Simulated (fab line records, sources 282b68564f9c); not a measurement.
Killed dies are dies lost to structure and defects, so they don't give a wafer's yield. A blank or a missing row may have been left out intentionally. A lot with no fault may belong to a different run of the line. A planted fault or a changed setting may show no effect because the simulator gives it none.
Struck lot and sound lot, side by side    flow rit-cmos    20 steps out of a route of 202
Sound: the wafers L682.1, L682.2, L682.6. The struck wafers were L690.1, L690.2, L690.5. The cause comes at the end.
At each step with rows: each side's tool, then ch and its chambers, then its first start. Under that, the readings that differ: sound wafers    struck wafers    difference of the means    sigmas: that difference in standard deviations of wafers without a fault.
alike: words and numbers the same on both sides, and readings whose means are apart by under 2 such deviations; not compared: readings that were withheld, readings missing a value for some wafer, numbers with overlapping values and no deviation given by the record, and bounds like >300 which may hide the same value.
Wherever a step has rows on one side only, a row that says differs or no value, or a row with sigmas, the two part there. Numbers that don't overlap but have no deviation are shown without sigmas and don't part them. Lack of a reading on every wafer of one side parts them only where that side has two or more wafers.

RIT_FOX1_THK_MEAS_01:
  sound: film-metro-03 at day 2 14:32; struck: film-metro-01 at day 4 06:46
  alike: FOX1_OXIDE_THK
then, 2 steps without rows for these wafers: RIT_FOX1_WET_ETCH_02 (etches SiO2 in BOE, target depth 350 nm, time 390 s); RIT_FOX2_OXIDATION_00 (target thk 350.7 nm, ox time 1130 s).
RIT_FOX2_THK_MEAS_01:
  sound: film-metro-03 at day 2 16:02; struck: film-metro-01 at day 4 08:35
  alike: FOX2_OXIDE_THK
then, 2 steps without rows for these wafers: RIT_FOX2_CLEAN_02 (cleans in dHF, time 180 s); RIT_FOX2_WET_ETCH_03 (etches Si3N4 in H3PO4, target depth 195 nm, time 2700 s).
RIT_FOX2_THK_MEAS_90:
  sound: film-metro-03 at day 2 16:55; struck: film-metro-04 at day 4 09:28
  alike: FIELD_OXIDE_LEFT_1_THK
then, 5 steps without rows for these wafers: RIT_NWELL_HMDS_00 (prime time 60 s); RIT_NWELL_COAT_01 (resist thk 1300 nm); RIT_NWELL_SOFTBAKE_02 (time 60 s); RIT_NWELL_EXPOSE_03 (exposes mask M2, target cd 43900 nm); RIT_NWELL_PEB_04.
RIT_NWELL_DEVELOP_05: develop time 68 s.
  sound on litho-track-02 ch 0, day 2 17:00; struck on litho-track-04 ch 0, day 4 10:00
RIT_NWELL_OVL_MEAS_06:
  sound: overlay-01 at day 2 17:59; struck: overlay-01 at day 4 10:32
  alike: NWELL_OVL
then, 2 steps without rows for these wafers: RIT_NWELL_HARDBAKE_07 (time 120 s); RIT_NWELL_IMPLANT_08.
RIT_NWELL_STRIP_09: strips in O2, time 180 s.
  sound on plasma-asher-03 ch 0,1, day 2 18:25; struck on plasma-asher-03 ch 0,1, day 4 10:58
  alike: chamber-pressure-mTorr, drypump-motor-current-A, rf-refl-power-W
  not compared: rf-hours-counter-h
RIT_NWELL_TW_MEAS_10:
  sound: film-metro-03 at day 2 18:35; struck: film-metro-02 at day 4 11:08
  alike: NWELL_TW
then, 1 step without rows for these wafers: RIT_PWELL_HMDS_00 (prime time 60 s).
RIT_M1_PROBE_99:
  sound: prober-02 at day 4 10:39; struck: prober-02 at day 6 02:44
  alike: killed-at-contacts, killed-at-front-end, killed-dies, killed-open, killed-short

WHERE THEY PART
Nowhere in this record.

WHY: the cause the simulator had injected
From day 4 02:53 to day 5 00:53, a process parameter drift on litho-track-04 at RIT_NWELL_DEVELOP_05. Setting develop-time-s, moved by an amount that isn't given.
